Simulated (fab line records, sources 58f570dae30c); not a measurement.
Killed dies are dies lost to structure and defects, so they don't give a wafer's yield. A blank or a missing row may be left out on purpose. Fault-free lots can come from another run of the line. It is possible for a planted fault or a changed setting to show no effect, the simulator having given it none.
Matching of chambers | flow berkeley-cmos170 | rie-diel-02 running UCB170_NWELL_ETCH_13: 4 sister chambers
The step etches Si3N4 in CH3F/Ar/O2, stops on SiO2, target depth 246.4 nm, time 154 s. 8 wafers are shown with their chamber, then 7 later ones without.

EACH WAFER AND ITS CHAMBER
wafer  | chamber | drypump-motor-current-A (A) | throttle-valve-pct (%)
L860.5 | 0       | 6.4                         | 8.14
L864.4 | 0       | 6.4                         | 8.13
L864.6 | 1       | 6.7                         | 8.20
L866.1 | 2       | 6.3                         | 8.22
L866.2 | 3       | 5.7                         | 7.90
L866.6 | 2       | 6.4                         | 8.21
L876.1 | 3       | 5.7                         | 7.89
L876.3 | 1       | 6.7                         | 8.22

WAFERS WITH NO CHAMBER GIVEN
wafer  | drypump-motor-current-A (A) | throttle-valve-pct (%)
L876.4 | 6.4                         | 8.22
L881.1 | 6.3                         | 8.19
L881.3 | 6.7                         | 8.21
L881.5 | 6.4                         | 8.21
L883.2 | 6.4                         | 8.13
L883.4 | 6.4                         | 8.15
L883.6 | 6.7                         | 8.24

EACH ONE'S CHAMBER
wafer  | from the rows above | in truth
L876.4 | 2                   | 2
L881.1 | 2                   | 2
L881.3 | 1                   | 1
L881.5 | 2                   | 2
L883.2 | 0                   | 0
L883.4 | 0                   | 0
L883.6 | 1                   | 1
7 of 7 placed correctly. Left unplaced by these rows: 0. Wrongly placed: 0.
How it was worked out, from the rows above alone: a wafer's distance from a chamber is the root of the sum, over the readings, of the square of ((its reading less the chamber's mean) divided by the reading's scatter). If the next closest chamber is less than 2 further off than the closest, the wafer can't be placed; otherwise it belongs to the closest. A chamber's mean is the mean of its shown wafers. The scatter is the square root of a quotient: the sum, over the shown wafers, of each reading's squared deviation from its chamber's mean, divided by wafers minus chambers.
